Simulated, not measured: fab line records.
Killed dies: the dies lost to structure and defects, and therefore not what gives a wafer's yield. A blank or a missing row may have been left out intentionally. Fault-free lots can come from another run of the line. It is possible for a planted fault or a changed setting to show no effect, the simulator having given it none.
Which tool was responsible? | flow berkeleyCmos170 | 7 lots with 21 wafers sampled at 2 steps, on a route of 331 steps

## WHAT THE GAUGES SHOWED, per wafer
UCB170_CONTACT_CD_MEAS_15: the cd target is 700 nm.
lot  | measured     | on       | cdNm (nm)
L397 | day 7 17:16  | cdSem-02 | 699.5 699.8 699.2
L398 | day 7 19:18  | cdSem-02 | 701.3 701.8 699.8
L404 | day 8 16:40  | cdSem-02 | 700.6 700.1 698.9
L410 | day 9 22:43  | cdSem-01 | 703.1 703.1 702.0
L412 | day 10 13:43 | cdSem-02 | 696.7 698.7 697.7
L417 | day 11 13:59 | cdSem-02 | 698.4 699.9 699.3
L420 | day 12 01:23 | cdSem-01 | 699.7 701.1 700.6

## WHAT TOOL EACH LOT RAN ON (gives the tool, then ch and the chambers of the sampled wafers, and finally the start)
lot  | UCB170_CONTACT_RTA_08
L397 | rtpAnneal-02 ch 0, day 7 16:13
L398 | rtpAnneal-02 ch 0, day 7 18:20
L404 | rtpAnneal-01 ch 0, day 8 15:22
L410 | rtpAnneal-02 ch 0, day 9 21:41
L412 | rtpAnneal-02 ch 0, day 10 12:19
L417 | rtpAnneal-02 ch 0, day 11 12:49
L420 | rtpAnneal-02 ch 0, day 11 23:19
- UCB170_CONTACT_RTA_08: time 10 s.

## THE ANSWER, worked out from the rows above alone
Rule: usual is defined by the lots themselves. The widest of any qualifying gaps counts: lots, ordered by their means at a reading, are off when they make up no more than a third of the lots, leave a main group of 4 or more, and stand apart from it by 3 or more times the standard deviation of that group's means. Not used: any main group whose means are identical at the precision the tables above print for the reading. A lot without any number at a reading at which 4 lots or more have one is off too. Where the step has rows for the other lots, those lots are counted as sound.
No lot is off on any of the readings shown, so nothing can be concluded from this.

## WHAT WAS PUT IN BY THE SIMULATOR
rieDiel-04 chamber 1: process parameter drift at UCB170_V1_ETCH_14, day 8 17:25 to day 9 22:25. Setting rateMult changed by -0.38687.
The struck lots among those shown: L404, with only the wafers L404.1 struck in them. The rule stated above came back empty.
